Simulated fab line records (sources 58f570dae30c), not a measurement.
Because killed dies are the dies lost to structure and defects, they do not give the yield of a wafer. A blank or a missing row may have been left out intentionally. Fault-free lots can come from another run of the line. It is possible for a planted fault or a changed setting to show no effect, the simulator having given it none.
Struck lot and sound lot, side by side | flow berkeley-cmos170 | 18 out of 331 route steps
Sound: wafers L232.1, L232.4, L232.5. Struck: wafers L235.1, L235.4, L235.6. The cause is named last.
For every step that has rows: the tool of each side, followed by ch and its chambers, followed by its first start. Under that, the readings that differ: sound wafers | struck wafers | difference of the means | sigmas: that difference in standard deviations of wafers without a fault.
alike: readings whose means differ by less than 2 such deviations, and words and numbers that are the same on both sides. not compared: withheld readings, readings that some wafer has no value for, bounds like >300 that may hide the same value, and numbers for which the record gives no deviation and whose values overlap.
Wherever a step has rows on one side only, a row that says differs or no value, or a row with sigmas, the two part there. When numbers do not overlap yet have no deviation, they are printed without sigmas and do not part them. Lack of a reading on every wafer of one side parts them only where that side has two or more wafers.

first, 2 steps without rows for these wafers: UCB170_CONTACT_CLEAN_00 (cleans in SPM, time 600 s); UCB170_CONTACT_CVD_01 (deposits PSG from SiH4/O2/PH3, target thk 700 nm, time 2820 s).
UCB170_CONTACT_THK_MEAS_02:
  sound on film-metro-02, day 10 00:07; struck on film-metro-02, day 10 16:56
  alike: CONTACT_PSG_THK
then, 3 steps without rows for these wafers: UCB170_CONTACT_HMDS_03 (prime time 60 s); UCB170_CONTACT_COAT_04 (resist thk 900 nm); UCB170_CONTACT_SOFTBAKE_05 (time 60 s).
UCB170_CONTACT_STRIP_06: strips in O2.
  sound on plasma-asher-01 ch 1, day 10 00:56; struck on plasma-asher-03 ch 0,1, day 10 17:28
  alike: drypump-motor-current-A, oes-product-au, strip-time-to-endpoint-s
  not compared: rf-hours-counter-h
then, 1 step without rows for these wafers: UCB170_CONTACT_CLEAN_07 (cleans in SPM, time 600 s).
UCB170_CONTACT_RTA_08: time 10 s.
  sound on rtp-anneal-01 ch 0, day 10 01:20; struck on rtp-anneal-01 ch 0, day 10 17:54
  alike: chamber-o2-ppm, lamp-power-pct, wafer_temp_C_max
then, 3 steps without rows for these wafers: UCB170_CONTACT_COAT_09; UCB170_CONTACT_COAT_10 (resist thk 900 nm); UCB170_CONTACT_SOFTBAKE_11 (time 60 s).
UCB170_CONTACT_EXPOSE_12: exposes mask CONT, target cd 700 nm.
  sound on krf-scanner-01 ch 0, day 10 02:25; struck on krf-scanner-01 ch 0, day 10 18:53
  reading                         | sound                | struck            | difference | sigmas
  model.CONTACT.overlay-x-nm (nm) | -3.876 -3.876 -3.876 | 260.9 260.9 260.9 | +264.8     |
  alike: mask
then, 2 steps without rows for these wafers: UCB170_CONTACT_PEB_13; UCB170_CONTACT_DEVELOP_14 (develop time 45 s).
UCB170_CONTACT_CD_MEAS_15: target cd 700 nm.
  sound on cd-sem-01, day 10 03:15; struck on cd-sem-02, day 10 19:22
  alike: cd-nm
UCB170_CONTACT_OVL_MEAS_16:
  sound on overlay-01, day 10 03:22; struck on overlay-02, day 10 19:41
  reading          | sound    | struck      | difference | sigmas
  CONTACT_OVL (nm) | -9 -3 -2 | 264 267 267 | +271       | +43
  not compared: hold
UCB170_M3_PROBE_99:
  rows exist in the record for the sound wafers here (prober-01, day 10 23:07), none for the struck ones

## WHERE THEY PART
Earliest at UCB170_CONTACT_OVL_MEAS_16; latest, in this record, at UCB170_M3_PROBE_99.

WHY: what had been put in by the simulator
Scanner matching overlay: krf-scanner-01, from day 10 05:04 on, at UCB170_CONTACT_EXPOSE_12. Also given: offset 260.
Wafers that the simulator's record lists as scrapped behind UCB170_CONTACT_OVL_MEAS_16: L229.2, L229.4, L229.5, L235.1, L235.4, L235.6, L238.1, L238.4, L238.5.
